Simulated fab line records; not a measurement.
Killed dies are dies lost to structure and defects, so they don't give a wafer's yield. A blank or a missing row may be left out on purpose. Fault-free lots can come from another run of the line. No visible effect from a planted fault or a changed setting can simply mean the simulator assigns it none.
The tool behind it: which one? | flow berkeley-cmos170 | 15 lots with 45 wafers sampled at 5 steps, on a route of 331 steps

== WHAT THE GAUGES SHOWED, per wafer ==
UCB170_PWELL_OVL_MEAS_13.
lot  | measured    | on         | PWELL_OVL (nm)
L406 | day 3 01:29 | overlay-01 | -5 -9 -4
L409 | day 3 11:25 | overlay-01 | -12 -6 -8
L410 | day 3 22:41 | overlay-02 | 6 6 4
L411 | day 3 22:57 | overlay-02 | -6 -1 -1
L412 | day 4 05:07 | overlay-01 | -5 -3 -1
L413 | day 4 09:14 | overlay-01 | 1 -8 -5
L415 | day 5 00:37 | overlay-01 | -4 -6 -6
L420 | day 5 23:26 | overlay-02 | 1 4 -9
L422 | day 6 11:04 | overlay-02 | 2 12 5
L423 | day 6 15:21 | overlay-01 | 1 7 6
L426 | day 7 06:55 | overlay-02 | -4 -4 -3
L425 | day 7 07:01 | overlay-01 | 2 -13 -9
L427 | day 7 17:11 | overlay-01 | -9 -6 -10
L428 | day 7 21:36 | overlay-01 | -8 -14 1
L429 | day 7 21:52 | overlay-01 | -9 0 -7

UCB170_ACTIVE_CD_MEAS_13: target cd 1200 nm.
lot  | measured    | on        | cd-nm (nm)
L406 | day 4 02:36 | cd-sem-01 | 1201.7 1200.1 1200.6
L409 | day 4 16:28 | cd-sem-02 | 1202.0 1202.9 1202.1
L410 | day 4 22:36 | cd-sem-01 | 1200.0 1198.9 1198.7
L411 | day 4 22:22 | cd-sem-02 | 1199.0 1198.9 1198.4
L412 | day 5 07:37 | cd-sem-02 | 1235.2 1235.5 1236.7 1235.1 1235.9 1237.1
L413 | day 5 07:52 | cd-sem-01 | 1233.6 1234.0 1234.5 1233.2 1234.0 1234.5
L415 | day 6 07:36 | cd-sem-01 | 1231.5 1233.9 1231.7 1231.6 1233.9 1232.1
L420 | day 7 04:43 | cd-sem-02 | 1202.6 1201.8 1201.4
L422 | day 7 15:17 | cd-sem-01 | 1201.6 1200.9 1200.4
L423 | day 7 19:08 | cd-sem-02 | 1199.9 1199.1 1198.7
L426 | day 8 08:08 | cd-sem-02 | 1201.2 1200.7 1200.3
L425 | day 8 07:53 | cd-sem-01 | 1200.1 1198.7 1199.6
L427 | day 9 03:55 | cd-sem-01 | 1199.6 1197.7 1198.7
L428 | day 9 04:02 | cd-sem-01 | 1198.5 1198.4 1199.3
L429 | day 9 04:33 | cd-sem-02 | 1200.3 1201.7 1200.3

UCB170_PVT_OVL_MEAS_06.
lot  | measured     | on         | PVT_OVL (nm)
L406 | day 5 08:43  | overlay-01 | 4 5 5
L409 | day 6 09:42  | overlay-02 | 2 2 3
L410 | day 6 09:55  | overlay-01 | -13 -3 -9
L411 | day 6 09:38  | overlay-02 | 8 9 14
L412 | day 7 00:08  | overlay-02 | 5 9 7
L413 | day 6 23:58  | overlay-01 | 14 2 12
L415 | day 7 16:12  | overlay-01 | -6 0 3
L420 | day 8 15:38  | overlay-02 | 3 1 -4
L422 | day 9 07:17  | overlay-01 | 8 10 12
L423 | day 9 07:01  | overlay-02 | -4 5 -3
L426 | day 9 12:01  | overlay-01 | -9 -11 3
L425 | day 9 12:35  | overlay-02 | 6 3 7
L427 | day 10 11:04 | overlay-02 | 1 6 2
L428 | day 10 11:02 | overlay-01 | -7 -12 9
L429 | day 10 11:14 | overlay-02 | 3 4 8

UCB170_GATE_OVL_MEAS_13.
lot  | measured     | on         | GATE_OVL (nm)
L406 | day 5 22:38  | overlay-01 | -9 -10 -6
L409 | day 7 00:49  | overlay-02 | -5 -2 -7
L410 | day 7 00:32  | overlay-02 | 4 0 -6
L411 | day 7 00:39  | overlay-01 | 8 1 4
L412 | day 7 13:01  | overlay-02 | -1 -1 -4
L413 | day 7 12:46  | overlay-01 | -6 3 -8
L415 | day 8 04:35  | overlay-01 | -4 3 -4
L420 | day 9 07:17  | overlay-02 | 8 -3 4
L422 | day 9 17:07  | overlay-01 | 0 -2 -7
L423 | day 9 17:14  | overlay-02 | 0 -5 -5
L426 | day 9 21:27  | overlay-01 | 5 1 9
L425 | day 9 21:58  | overlay-01 | 6 1 2
L427 | day 10 22:13 | overlay-01 | -2 -4 -3
L428 | day 10 22:29 | overlay-01 | 0 1 0
L429 | day 10 22:14 | overlay-02 | 1 -3 -6

== TOOL THAT RAN EACH LOT (tool first, then ch and the chambers of the sampled wafers, then the start) ==
lot  | UCB170_ACTIVE_PEB_11
L406 | litho-track-03 ch 0, day 4 02:20
L409 | litho-track-01 ch 0, day 4 16:12
L410 | litho-track-04 ch 0, day 4 22:19
L411 | litho-track-03 ch 0, day 4 22:06
L412 | litho-track-03 ch 0, day 5 07:21
L413 | litho-track-03 ch 0, day 5 07:36
L415 | litho-track-03 ch 0, day 6 07:20
L420 | litho-track-04 ch 0, day 7 04:26
L422 | litho-track-01 ch 0, day 7 15:01
L423 | litho-track-01 ch 0, day 7 18:52
L426 | litho-track-01 ch 0, day 8 07:51
L425 | litho-track-04 ch 0, day 8 07:37
L427 | litho-track-01 ch 0, day 9 03:38
L428 | litho-track-03 ch 0, day 9 03:45
L429 | litho-track-01 ch 0, day 9 04:11
- UCB170_ACTIVE_PEB_11

== AS READ BY THE TOOLS THEMSELVES (means over the sampled wafers that have a number; for cases with no such wafer, the mark the record gives instead) ==
UCB170_ACTIVE_PEB_11.
lot  | tool           | heater-power-total-W (W) | plate-sensor-t-centre-C (C) | plate-sensor-t-edge-C (C)
L406 | litho-track-03 | 56.81                    | 131.41                      | 131.54
L409 | litho-track-01 | 56.84                    | 131.40                      | 131.52
L410 | litho-track-04 | 56.80                    | 131.41                      | 131.53
L411 | litho-track-03 | 56.79                    | 131.41                      | 131.53
L412 | litho-track-03 | 54.26                    | 126.91                      | 127.03
L413 | litho-track-03 | 54.27                    | 126.90                      | 127.03
L415 | litho-track-03 | 54.30                    | 126.92                      | 127.03
L420 | litho-track-04 | 56.79                    | 131.41                      | 131.53
L422 | litho-track-01 | 56.83                    | 131.41                      | 131.52
L423 | litho-track-01 | 56.84                    | 131.41                      | 131.53
L426 | litho-track-01 | 56.84                    | 131.41                      | 131.53
L425 | litho-track-04 | 56.82                    | 131.40                      | 131.52
L427 | litho-track-01 | 56.81                    | 131.41                      | 131.54
L428 | litho-track-03 | 56.84                    | 131.41                      | 131.53
L429 | litho-track-01 | 56.84                    | 131.41                      | 131.52

== THE ANSWER, worked out from the rows above alone ==
Rule: what is usual is taken from the lots themselves. The widest of any qualifying gaps counts: lots, ordered by their means at a reading, are off when they make up no more than a third of the lots, leave a main group of 4 or more, and stand apart from it by 3 or more times the standard deviation of that group's means. Not used: any main group whose means are identical at the precision the tables above print for the reading. Also off: a lot with no number at a reading for which 4 or more lots have one. The other lots that the step has rows for count as sound. Order of review: gauges by route order, followed by the tools' own readings, for which a lot's mean as printed above is used. At the first step where some lot is off, the reading lying furthest off is the one used; lots without a number count as furthest.
Off at UCB170_ACTIVE_CD_MEAS_13 (cd-nm): L412, L413, L415. The main group: mean 1200.1 nm, standard deviation 1.2.
If a tool, at a process step before that reading, ran all the lots that are off and no sound lot after the first of them, it fits. Not tried: the gauges at UCB170_ACTIVE_CD_MEAS_13; whatever is off there is also off at UCB170_ACTIVE_PEB_11, on other tools, and gauge error can't account for it. No candidate that was tried fits.

== WHAT THE SIMULATOR HAD PUT IN ==
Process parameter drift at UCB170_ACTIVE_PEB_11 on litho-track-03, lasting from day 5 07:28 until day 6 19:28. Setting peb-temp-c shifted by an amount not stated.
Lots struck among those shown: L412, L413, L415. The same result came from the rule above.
